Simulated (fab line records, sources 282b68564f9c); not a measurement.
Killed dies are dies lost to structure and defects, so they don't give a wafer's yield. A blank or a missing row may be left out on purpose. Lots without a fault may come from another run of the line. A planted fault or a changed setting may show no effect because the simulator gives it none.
Which tool did it? | flow rit_cmos | 14 lots, 42 wafers sampled, at 3 steps of a route of 202

WHAT THE GAUGES READ, wafer by wafer
RIT_M1_RS_MEAS_01: measures by four-point-probe. Usual: M1_AL_RS 0.0729 ohm/sq, standard deviation 0.00064.
lot  | measured    | on            | M1_AL_RS (ohm/sq)    | flag
L254 | day 3 04:56 | film_metro-04 | 0.0712 0.0722 0.0726 |
L255 | day 3 09:23 | film_metro-02 | 0.0725 0.0717 0.0718 |
L256 | day 3 16:13 | film_metro-02 | 0.0734 0.0724 0.0736 |
L259 | day 4 08:18 | film_metro-04 | 0.1625 0.0733 0.1637 | OFF
L261 | day 4 16:21 | film_metro-02 | 0.1615 0.0727 0.0734 | OFF
L263 | day 5 09:35 | film_metro-04 | 0.0716 0.1617 0.0730 | OFF
L268 | day 6 09:12 | film_metro-02 | 0.0716 0.0721 0.0735 |
L270 | day 6 17:00 | film_metro-04 | 0.0731 0.0725 0.0733 |
L271 | day 6 19:35 | film_metro-01 | 0.0739 0.0735 0.0741 |
L272 | day 7 00:25 | film_metro-02 | 0.0725 0.0718 0.0729 |
L274 | day 7 09:10 | film_metro-01 | 0.0732 0.0719 0.0724 |
L275 | day 7 13:30 | film_metro-02 | 0.0729 0.0734 0.0735 |
L276 | day 7 20:57 | film_metro-02 | 0.0725 0.0740 0.0743 |
L277 | day 8 04:08 | film_metro-02 | 0.0725 0.0737 0.0737 |

RIT_M1_THK_MEAS_02: measures by xrf. Usual: M1_AL_THK 397 nm, standard deviation 3.8.
lot  | measured    | on            | M1_AL_THK (nm) | flag
L254 | day 3 05:03 | film_metro-04 | 405 399 396    |
L255 | day 3 09:30 | film_metro-02 | 399 402 404    |
L256 | day 3 16:19 | film_metro-02 | 394 398 394    |
L259 | day 4 08:24 | film_metro-04 | 185 395 183    | OFF
L261 | day 4 16:28 | film_metro-02 | 186 398 393    | OFF
L263 | day 5 09:42 | film_metro-04 | 405 185 396    | OFF
L268 | day 6 09:19 | film_metro-02 | 404 399 394    |
L270 | day 6 17:07 | film_metro-04 | 393 398 393    |
L271 | day 6 19:42 | film_metro-01 | 393 392 392    |
L272 | day 7 00:31 | film_metro-02 | 400 404 400    |
L274 | day 7 09:16 | film_metro-01 | 395 404 401    |
L275 | day 7 13:37 | film_metro-02 | 397 396 391    |
L276 | day 7 21:04 | film_metro-02 | 402 393 394    |
L277 | day 8 04:14 | film_metro-02 | 397 392 390    |

WHICH TOOL RAN EACH LOT (tool, then ch and the chambers of the sampled wafers, then the start)
lot  | RIT_M1_SPUTTER_00
L254 | pvd_sputter-02, day 3 04:38
L255 | pvd_sputter-03, day 3 09:05
L256 | pvd_sputter-02, day 3 15:53
L259 | pvd_sputter-03, day 4 07:58
L261 | pvd_sputter-03, day 4 16:03
L263 | pvd_sputter-03, day 5 09:17
L268 | pvd_sputter-04, day 6 08:54
L270 | pvd_sputter-04, day 6 16:42
L271 | pvd_sputter-02, day 6 19:17
L272 | pvd_sputter-04, day 7 00:06
L274 | pvd_sputter-04, day 7 08:49
L275 | pvd_sputter-03, day 7 13:13
L276 | pvd_sputter-04, day 7 20:38
L277 | pvd_sputter-03, day 8 03:49
- RIT_M1_SPUTTER_00: material Al, target thk 400 nm, time 500 s.

WHAT THE TOOLS THEMSELVES READ (means of the sampled wafers that have a number; where no wafer has one, the mark that the record gives instead)
RIT_M1_SPUTTER_00. Usual: throttle_valve_pct 30.3 %, standard deviation 1.2.
lot  | tool           | throttle_valve_pct (%) | flag
L254 | pvd_sputter-02 | 29.6                   |
L255 | pvd_sputter-03 | 30.4                   |
L256 | pvd_sputter-02 | 29.3                   |
L259 | pvd_sputter-03 | 30.9                   |
L261 | pvd_sputter-03 | 30.4                   |
L263 | pvd_sputter-03 | 30.3                   |
L268 | pvd_sputter-04 | 30.6                   |
L270 | pvd_sputter-04 | 30.7                   |
L271 | pvd_sputter-02 | 30.9                   |
L272 | pvd_sputter-04 | 30.6                   |
L274 | pvd_sputter-04 | 30.7                   |
L275 | pvd_sputter-03 | 29.7                   |
L276 | pvd_sputter-04 | 30.7                   |
L277 | pvd_sputter-03 | 30.4                   |

THE ANSWER, worked out from the rows above alone
Rule: a lot is off if the mean of its wafers that have a number lies more than 3 standard deviations from the usual mean. A lot without any number at a reading at which 4 lots or more have one is off too. The other lots that the step has rows for count as sound. The gauges are gone through in route order, then the tools' own readings, and for those a lot's mean is taken as printed above. The first step at which some lot is off is used, and at that step the reading that is off furthest; a lot without a number counts as furthest.
Off: L259, L261, L263, at RIT_M1_RS_MEAS_01 (M1_AL_RS).
A tool fits if, at a process step before that reading, it ran every lot that is off, and no sound lot after the first of them. The gauges at RIT_M1_RS_MEAS_01 are tried like those tools. None of those tried fits.

WHAT THE SIMULATOR HAD PUT IN
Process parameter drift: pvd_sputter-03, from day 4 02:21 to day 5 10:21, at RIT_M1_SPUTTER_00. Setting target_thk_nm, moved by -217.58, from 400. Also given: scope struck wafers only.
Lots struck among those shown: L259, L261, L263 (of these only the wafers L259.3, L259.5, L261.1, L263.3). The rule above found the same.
